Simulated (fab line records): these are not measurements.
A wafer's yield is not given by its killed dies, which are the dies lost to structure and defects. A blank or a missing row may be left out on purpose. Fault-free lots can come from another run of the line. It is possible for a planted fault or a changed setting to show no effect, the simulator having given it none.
Comparing a struck lot with a sound one + flow ritCmos + 14 steps out of a route of 202
Sound: the wafers L218.2, L218.4, L218.5. The struck wafers were L212.1, L212.2, L212.5. At the end, the cause is stated.
Order at every step that has rows: each side's tool, ch and its chambers, its first start. Under that, the readings that differ: sound wafers + struck wafers + difference of the means + sigmas: that difference in standard deviations of wafers without a fault.
alike: same words and numbers on both sides, and readings whose means sit less than 2 such deviations apart. not compared: any withheld reading, any reading some wafer has no value for, any bound like >300 that may hide the same value, and any number with overlapping values for which the record gives no deviation.
Wherever a step has rows on one side only, a row that says differs or no value, or a row with sigmas, the two part there. Numbers that don't overlap but have no deviation are shown without sigmas and don't part them. A reading that every wafer of one side lacks parts them only if that side has two wafers or more.

RIT_SILICIDE_RTA_06: time 10 s, ramp up 5 s, ramp down 10 s.
  sound on rtpAnneal-01 ch 0, day 7 15:13; struck on rtpAnneal-02 ch 0, day 6 02:19
| reading        | sound             | struck            | difference | sigmas |
|----------------|-------------------|-------------------|------------|--------|
| annealTempCMax | 753.9 755.2 755.6 | 752.5 753.1 752.6 | -2.2       | -2     |
  alike: wafer_temp_C_max
RIT_CONTACT_CVD_00: deposits SiO2 from TEOS, target thk 400 nm, time 61 s.
  sound on pecvd-02 ch 0,1,2, day 7 15:17; struck on pecvd-02 ch 0,2, day 6 02:23
  alike: heaterPowerW
RIT_CONTACT_THK_MEAS_01:
  struck on filmMetro-04, day 6 02:26; sound on filmMetro-03, day 7 15:20
  alike: CONTACT_TEOS_THK
then, 6 steps without rows for these wafers: RIT_CONTACT_HMDS_02 (prime time 60 s); RIT_CONTACT_COAT_03 (resist thk 1000 nm); RIT_CONTACT_SOFTBAKE_04 (time 60 s); RIT_CONTACT_EXPOSE_05 (exposes mask M11, target cd 1000 nm); RIT_CONTACT_PEB_06; RIT_CONTACT_DEVELOP_07 (develop time 120 s).
RIT_CONTACT_CD_MEAS_08: the cd target is 1000 nm.
  struck on cdSem-02, day 6 03:28; sound on cdSem-02, day 7 16:23
| reading   | sound             | struck              | difference | sigmas |
|-----------|-------------------|---------------------|------------|--------|
| cdNm (nm) | 995.4 995.2 995.7 | 1002.4 1002.4 999.8 | +6.1       | +2     |
RIT_CONTACT_OVL_MEAS_09:
  struck on overlay-02, day 6 03:35; sound on overlay-02, day 7 16:29
  alike: CONTACT_OVL
then, 1 step without rows for these wafers: RIT_CONTACT_HARDBAKE_10 (time 60 s).
RIT_CONTACT_ETCH_11: etches SiO2 in CHF3/CF4/Ar, stops on TiSi2, target depth 480 nm, time 320 s.
  sound on rieDiel-02 ch 0,2, day 7 16:40; struck on rieDiel-04 ch 0,1,2, day 6 03:46
| reading                                     | sound             | struck            | difference | sigmas |
|---------------------------------------------|-------------------|-------------------|------------|--------|
| model.etch.depthNm (nm)                     | 401.4 401.2 403.3 | 286.5 277.9 278.2 | -121.1     |        |
| model.CONTACT.featureDepthNm (nm)           | 401.4 401.2 403.3 | 286.5 277.9 278.2 | -121.1     |        |
| model.NOVOLAK_of_CONTACT_COAT_03.thkNm (nm) | 766.4 772.6 766.1 | 815.6 817.1 820.9 | +49.5      |        |
  alike: CHF3_flow_sccm, chamberPressureMTorr, drypumpMotorCurrentA, oesProductAu, throttleValvePct
  not compared: rfHoursCounterH
RIT_CONTACT_STRIP_12: strips in O2, time 180 s.
  sound on plasmaAsher-03 ch 0, day 7 16:52; struck on plasmaAsher-03 ch 0,1, day 6 03:58
  alike: chamberPressureMTorr, drypumpMotorCurrentA
  not compared: rfHoursCounterH

## WHERE THEY PART
First at RIT_SILICIDE_RTA_06; last, within this record, at RIT_CONTACT_CD_MEAS_08. Later steps at which nothing parts them and some readings are alike: RIT_CONTACT_OVL_MEAS_09, RIT_CONTACT_ETCH_11, RIT_CONTACT_STRIP_12.

WHY: whatever the simulator had introduced
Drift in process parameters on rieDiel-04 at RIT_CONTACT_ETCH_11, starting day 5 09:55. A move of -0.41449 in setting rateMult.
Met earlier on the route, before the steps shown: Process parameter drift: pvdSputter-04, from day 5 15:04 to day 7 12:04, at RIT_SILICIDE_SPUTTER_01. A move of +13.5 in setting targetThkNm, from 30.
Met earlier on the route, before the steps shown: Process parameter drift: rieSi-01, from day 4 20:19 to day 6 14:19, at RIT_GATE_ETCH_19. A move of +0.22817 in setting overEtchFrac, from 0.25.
